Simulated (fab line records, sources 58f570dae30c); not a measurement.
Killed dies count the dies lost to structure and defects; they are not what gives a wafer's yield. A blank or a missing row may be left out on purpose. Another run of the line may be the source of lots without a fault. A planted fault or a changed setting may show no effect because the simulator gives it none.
One fault through the eyes of 2 desks | flow berkeleyCmos170 | each desk has only its own numbers; what lay behind them comes last

## METROLOGY DESK
Means of the sampled wafers that have a number, per lot and without regard to the tool the lot ran on: this is what the gauges read. The brackets show how far a lot's mean lies from the usual mean; more than 4 standard deviations puts the lot out of limits, marked OUT.
Columns: A = M1_OVL at UCB170_M1_OVL_MEAS_10, usual -1 nm; B = cdNm at UCB170_V1_CD_MEAS_12, usual 699.5 nm; C = M2_AL_RS at UCB170_M2_RS_MEAS_02, usual 0.0322 ohm/sq
lot  | first seen here | A  | B     | C
L276 | day 8 23:58     | 7  | 698.3 | 0.0326
L277 | day 9 00:40     | 5  | 701.0 | 0.0316
L278 | day 9 11:13     | 2  | 699.5 | 0.0324
L280 | day 9 13:16     | 4  | 697.4 | 0.0319
L281 | day 9 13:38     | -2 | 698.2 | 0.0329
L282 | day 9 20:22     | -1 | 699.2 | 0.0323
L283 | day 9 20:39     | 1  | 697.4 | 0.0324
L284 | day 10 13:10    | -8 | 699.0 | 0.0326
L291 | day 11 03:40    | -8 | 699.4 | 0.0322
L289 | day 11 03:57    | -7 | 698.1 | 0.0322
L288 | day 11 04:01    | -2 | 699.0 | 0.0321
L294 | day 12 04:34    | 5  | 700.4 | 0.0340 (+4.0) OUT
L296 | day 12 18:41    | -7 | 699.1 | 0.0320
This desk reports L294 out of limits; the earliest was L294 at day 12 08:57 (M2_AL_RS at UCB170_M2_RS_MEAS_02). L276, L277, L278, L280, L281, L282, L283, L284, L291, L289, L288, L296 stayed within limits.

## FOR THE TOOL OWNER'S DESK: pvdSputter-04
The tool's own readings at UCB170_M2_SPUTTER_01 (material Al, target thk 900 nm, time 120 s): means of the sampled wafers that have a number, for each lot that ran on this tool. The brackets show how far a lot's mean lies from the usual mean; more than 4 standard deviations puts the lot out of limits, marked OUT.
Columns: A = chamberPressurePa at UCB170_M2_SPUTTER_01, usual 0.4999 Pa; B = throttleValvePct at UCB170_M2_SPUTTER_01, usual 30.4 %
lot  | first seen here | A      | B
L276 | day 9 05:05     | 0.4991 | 29.5
L281 | day 9 19:03     | 0.4989 | 29.7
L283 | day 10 03:23    | 0.5005 | 29.4
L284 | day 10 17:54    | 0.4997 | 29.8
L291 | day 11 08:07    | 0.5005 | 29.5
L288 | day 11 10:44    | 0.4996 | 30.4
L294 | day 12 08:52    | 0.5005 | 29.9
This desk's verdict: no lot among the 7 shows anything out of limits.

## TAKEN TOGETHER
The metrology desk could have raised an alarm at day 12 08:57, on L294.
The tool owner's desk saw nothing out of limits.
On record at the tool owner's desk: L294, within its limits.
Of the lots named, all ran UCB170_M2_SPUTTER_01 on pvdSputter-04.

## WHAT THE SIMULATOR PUT IN
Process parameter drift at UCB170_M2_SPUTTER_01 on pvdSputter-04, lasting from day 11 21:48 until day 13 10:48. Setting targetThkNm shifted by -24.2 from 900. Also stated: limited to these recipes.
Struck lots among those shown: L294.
Time in hours between the start of the fault and the first out-of-limits reading at each desk: metrology desk, 11.
